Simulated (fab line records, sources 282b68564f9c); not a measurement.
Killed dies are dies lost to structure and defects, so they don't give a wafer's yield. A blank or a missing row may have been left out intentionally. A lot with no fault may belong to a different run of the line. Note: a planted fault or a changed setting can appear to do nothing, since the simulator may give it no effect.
One fault through the eyes of 2 desks | flow rit_cmos | numbers are kept per desk, each desk with only its own; the story behind them comes last

## AT THE METROLOGY DESK
What the gauges read, lot by lot, whatever tool the lot ran on: means of the sampled wafers that have a number. A lot is out of limits, marked OUT, if its mean lies more than 4 standard deviations from the usual mean; the brackets give that distance.
Columns: A = SILICIDE_TI_RS at RIT_SILICIDE_RS_MEAS_02, usual 46.0 ohm/sq; B = SILICIDE_TI_THK at RIT_SILICIDE_THK_MEAS_03, usual 30.7 nm
lot  | first seen here | A    | B
L695 | day 3 10:23     | 45.6 | 31.1
L696 | day 3 13:53     | 46.4 | 30.4
L697 | day 3 17:40     | 46.2 | 30.5
L700 | day 4 15:46     | 44.6 | 31.9
L701 | day 4 19:34     | 46.7 | 30.1
L708 | day 6 07:12     | 45.9 | 30.6
L709 | day 6 07:43     | 46.9 | 30.4
L713 | day 7 03:41     | 47.0 | 30.5
L712 | day 7 04:25     | 45.5 | 31.2
L714 | day 7 11:34     | 46.4 | 30.7
L715 | day 7 23:07     | 46.5 | 30.4
L717 | day 8 01:49     | 45.4 | 31.3
L716 | day 8 02:03     | 45.2 | 30.9
This desk's finding: nothing out of limits on any of the 13 lots.

## AT THE TOOL OWNER'S DESK: pvd_sputter-04
The tool's own readings at RIT_SILICIDE_SPUTTER_01 (material Ti, target thk 30 nm, time 240 s): means of the sampled wafers that have a number, for each lot that ran on this tool. A lot is out of limits, marked OUT, if its mean lies more than 4 standard deviations from the usual mean; the brackets give that distance.
Columns: A = cathode_dc_power_W at RIT_SILICIDE_SPUTTER_01, usual 361.50 W; B = throttle_valve_pct at RIT_SILICIDE_SPUTTER_01, usual 29.6 %
lot  | first seen here | A      | B
L695 | day 3 10:12     | 361.51 | 29.3
L696 | day 3 13:44     | 361.45 | 27.9
L700 | day 4 15:35     | 361.49 | 28.5
L712 | day 7 04:13     | 361.46 | 30.7
L717 | day 8 01:40     | 361.51 | 29.1
This desk's finding: nothing out of limits on any of the 5 lots.

## TAKEN TOGETHER
The metrology desk saw nothing out of limits.
The tool owner's desk saw nothing out of limits.

## WHAT HAD BEEN PUT IN BY THE SIMULATOR
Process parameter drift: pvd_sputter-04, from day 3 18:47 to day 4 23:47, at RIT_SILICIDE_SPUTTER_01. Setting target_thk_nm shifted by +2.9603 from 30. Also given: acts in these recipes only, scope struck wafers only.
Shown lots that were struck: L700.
